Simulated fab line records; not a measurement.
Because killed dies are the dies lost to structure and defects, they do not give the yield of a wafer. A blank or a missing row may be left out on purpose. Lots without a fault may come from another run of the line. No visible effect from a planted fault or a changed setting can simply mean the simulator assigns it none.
A lot that was struck, set against a sound lot | flow rit_cmos | 19 steps out of a route of 202
Sound: these wafers, L589.1, L589.3, L589.5. Struck: wafers L599.1, L599.2, L599.6. The cause is named last.
Order at every step that has rows: each side's tool, ch and its chambers, its first start. Under that, the readings that differ: sound wafers | struck wafers | difference of the means | sigmas: that difference in standard deviations of wafers without a fault.
alike: a reading whose means differ by less than 2 such deviations, as well as words and numbers matching on both sides. not compared: withheld readings; readings where some wafer has no value; bounds like >300 that might hide an equal value; numbers whose values overlap and for which the record gives no deviation.
A row with sigmas, a row that says differs or no value, or rows on one side alone: a step with any of these is where the two part. Numbers that have no deviation but don't overlap get no sigmas and don't part them. A reading that every wafer of one side lacks parts them only if that side has two wafers or more.

first, 1 step without rows for these wafers: RIT_GATE_CLEAN_04 (cleans in dHF, time 60 s).
RIT_FOX2_THK_MEAS_91:
  sound on film_metro-04, day 2 16:54; struck on film_metro-04, day 4 10:13
  alike: FIELD_OXIDE_LEFT_2_THK
then, 2 steps without rows for these wafers: RIT_GATE_OXIDATION_05 (target thk 3 nm, ox time 270 s); RIT_GATE_ANNEAL_06 (time 600 s).
RIT_GATE_THK_MEAS_07:
  sound on film_metro-03, day 2 19:12; struck on film_metro-03, day 4 11:36
  alike: GATE_OXIDE_THK
then, 1 step without rows for these wafers: RIT_GATE_CVD_08 (deposits poly-Si from SiH4, target thk 250 nm, time 2220 s).
RIT_GATE_THK_MEAS_09:
  sound on film_metro-03, day 2 20:53; struck on film_metro-01, day 4 13:16
  alike: GATE_POLY_THK
then, 5 steps without rows for these wafers: RIT_GATE_HMDS_10 (prime time 60 s); RIT_GATE_COAT_11 (resist thk 850 nm); RIT_GATE_SOFTBAKE_12 (time 60 s); RIT_GATE_EXPOSE_13 (exposes mask M6, target cd 150 nm); RIT_GATE_PEB_14.
RIT_GATE_DEVELOP_15: develop time 50 s.
  sound on litho_track-03 ch 0, day 2 21:00; struck on litho_track-04 ch 0, day 4 14:00
  reading              | sound             | struck            | difference | sigmas
  developer_temp_C (C) | 23.03 23.03 23.09 | 25.43 25.28 25.02 | +2.19      | +20
RIT_GATE_CD_MEAS_16 targets a cd of 150 nm.
  sound on cd_sem-02, day 2 21:55; struck on cd_sem-02, day 4 14:24
  reading    | sound             | struck            | difference | sigmas
  cd_nm (nm) | 149.9 150.9 151.4 | 167.2 167.7 167.2 | +16.6      | +7
RIT_GATE_OVL_MEAS_17:
  sound on overlay-02, day 2 22:02; struck on overlay-01, day 4 14:31
  alike: GATE_OVL
then, 1 step without rows for these wafers: RIT_GATE_HARDBAKE_18 (time 60 s).
RIT_GATE_ETCH_19: etches poly-Si in SF6/CHF3/O2, stops on SiO2, time 165 s, target depth 312.5 nm.
  sound on rie_si-01 ch 0,1,2, day 2 22:13; struck on rie_si-01 ch 1,3, day 4 14:49
  reading               | sound           | struck            | difference | sigmas
  model.GATE.cd_nm (nm) | 150 150.6 151.5 | 167.1 167.5 167.3 | +16.6      |
  alike: drypump_motor_current_A, oes_product_au, throttle_valve_pct
  not compared: rf_hours_counter_h
RIT_GATE_STRIP_20: strips in O2, time 180 s.
  sound on plasma_asher-03 ch 0, day 2 22:20; struck on plasma_asher-03 ch 0,1, day 4 14:56
  alike: drypump_motor_current_A, rf_refl_power_W
  not compared: rf_hours_counter_h
RIT_M1_PROBE_99:
  sound on prober-02, day 3 18:08; struck on prober-02, day 5 10:47
  reading                             | sound             | struck            | difference | sigmas
  model.etest.pmos_0p3.r_on_ohm_um    | 6426 6422 6512    | 6750 6800 6696    | +295       |
  model.etest.pmos_0p15.r_on_ohm_um   | 2822 2832 2904    | 3253 3253 3276    | +408       |
  model.etest.pmos_turned.r_on_ohm_um | 3499 3538 3615    | 3995 3970 3962    | +425       |
  model.etest.nmos_0p3.r_on_ohm_um    | 2163 2138 2176    | 2283 2317 2298    | +140       |
  model.etest.nmos_0p15.r_on_ohm_um   | 1121 1129 1142    | 1264 1250 1269    | +130       |
  model.etest.nmos_0p15.drive_ua_um   | 477 476.3 465.8   | 410.2 405.1 413.4 | -63.5      |
  model.etest.pmos_0p15.drive_ua_um   | 252.1 248.1 241.7 | 214.1 211.2 215.4 | -33.7      |
  model.etest.nmos_turned.drive_ua_um | 339.4 334.3 325.3 | 305.4 303.5 310   | -26.7      |
  alike: killed_at_contacts, killed_at_front_end, killed_dies, killed_open, killed_short

== WHERE THEY PART ==
Last at RIT_GATE_CD_MEAS_16 as far as this record goes, first at RIT_GATE_DEVELOP_15. Later steps at which nothing parts them and some readings are alike: RIT_GATE_OVL_MEAS_17, RIT_GATE_ETCH_19, RIT_GATE_STRIP_20, RIT_M1_PROBE_99.

WHY: the cause the simulator had injected
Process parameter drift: litho_track-04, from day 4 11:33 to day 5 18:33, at RIT_GATE_DEVELOP_15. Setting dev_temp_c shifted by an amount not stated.
